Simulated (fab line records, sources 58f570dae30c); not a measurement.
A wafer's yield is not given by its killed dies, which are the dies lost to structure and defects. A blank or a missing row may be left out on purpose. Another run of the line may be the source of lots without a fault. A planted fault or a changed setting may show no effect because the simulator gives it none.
2 desks, one fault / flow berkeley cmos170 / each desk has only its own numbers; what lay behind them comes last

## AT THE TOOL OWNER'S DESK: rie diel-02
The tool's own readings at UCB170_SPACER_ETCHBACK_03 (etches SiO2 in CHF3/CF4/Ar, stops on Si, target depth 376 nm, time 100 s): means of the sampled wafers that have a number, for each lot that ran on this tool. If a lot's mean is further than 4 standard deviations from the usual mean, the lot is out of limits and carries the mark OUT (the distance appears in the brackets).
Columns: A = drypump motor current A at UCB170_SPACER_ETCHBACK_03, usual 5.9 A; B = oes product au at UCB170_SPACER_ETCHBACK_03, usual 0.908 a.u.; C = rf fwd power W at UCB170_SPACER_ETCHBACK_03, usual 497.0 W; D = throttle valve pct at UCB170_SPACER_ETCHBACK_03, usual 6.47 %
lot=L313; first seen here=day 8 09:04; A=6.2; B=0.915; C=495.6; D=6.46
lot=L321; first seen here=day 10 05:11; A=5.7; B=0.906; C=469.0 (-18) OUT; D=6.46
lot=L325; first seen here=day 10 18:02; A=5.2; B=0.897; C=445.0 (-32) OUT; D=6.49
This desk's verdict: out of limits on L321, L325, starting with L321 at day 10 05:11 (rf fwd power W at UCB170_SPACER_ETCHBACK_03). Within limits: L313.

## THE METROLOGY DESK
Means of the sampled wafers that have a number, per lot and without regard to the tool the lot ran on: this is what the gauges read. If a lot's mean is further than 4 standard deviations from the usual mean, the lot is out of limits and carries the mark OUT (the distance appears in the brackets).
Columns: A = SACOX_OXIDE_THK at UCB170_SACOX_THK_MEAS_02, usual 14.26 nm; B = NVT_OVL at UCB170_NVT_OVL_MEAS_06, usual 1 nm; C = PLDD_OVL at UCB170_PLDD_OVL_MEAS_07, usual 0 nm
lot=L313; first seen here=day 6 19:58; A=14.47; B=3; C=-3
lot=L321; first seen here=day 8 04:57; A=13.91; B=9; C=6
lot=L325; first seen here=day 8 18:13; A=14.06; B=-7; C=5
lot=L326; first seen here=day 9 05:52; A=14.56; B=2; C=4
lot=L329; first seen here=day 9 05:52; A=14.19; B=-2; C=5
lot=L328; first seen here=day 9 05:56; A=14.39; B=9; C=5
lot=L331; first seen here=day 9 23:43; A=14.29; B=7; C=4
lot=L332; first seen here=day 9 23:44; A=14.34; B=-1; C=-2
lot=L333; first seen here=day 10 12:28; A=14.21; B=1; C=3
lot=L335; first seen here=day 10 22:37; A=14.31; B=1; C=-0
Finding of this desk: none of the 10 lots has anything out of limits.

## PUT TOGETHER
On L321, L325, at day 10 05:11, an alarm was possible from the tool owner's desk.
Metrology desk: nothing out of limits seen.
The metrology desk has L321, L325 on record, within its limits.
UCB170_SPACER_ETCHBACK_03 was run on rie diel-02 by each of the lots named.

## WHAT THE SIMULATOR HAD INSERTED
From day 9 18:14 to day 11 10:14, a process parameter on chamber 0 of rie diel-02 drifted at UCB170_SPACER_ETCHBACK_03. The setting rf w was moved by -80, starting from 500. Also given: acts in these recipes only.
Shown lots that were struck: L321, L325.
Delay in hours, fault start to first out-of-limits reading, by desk: the tool owner's desk at 11.
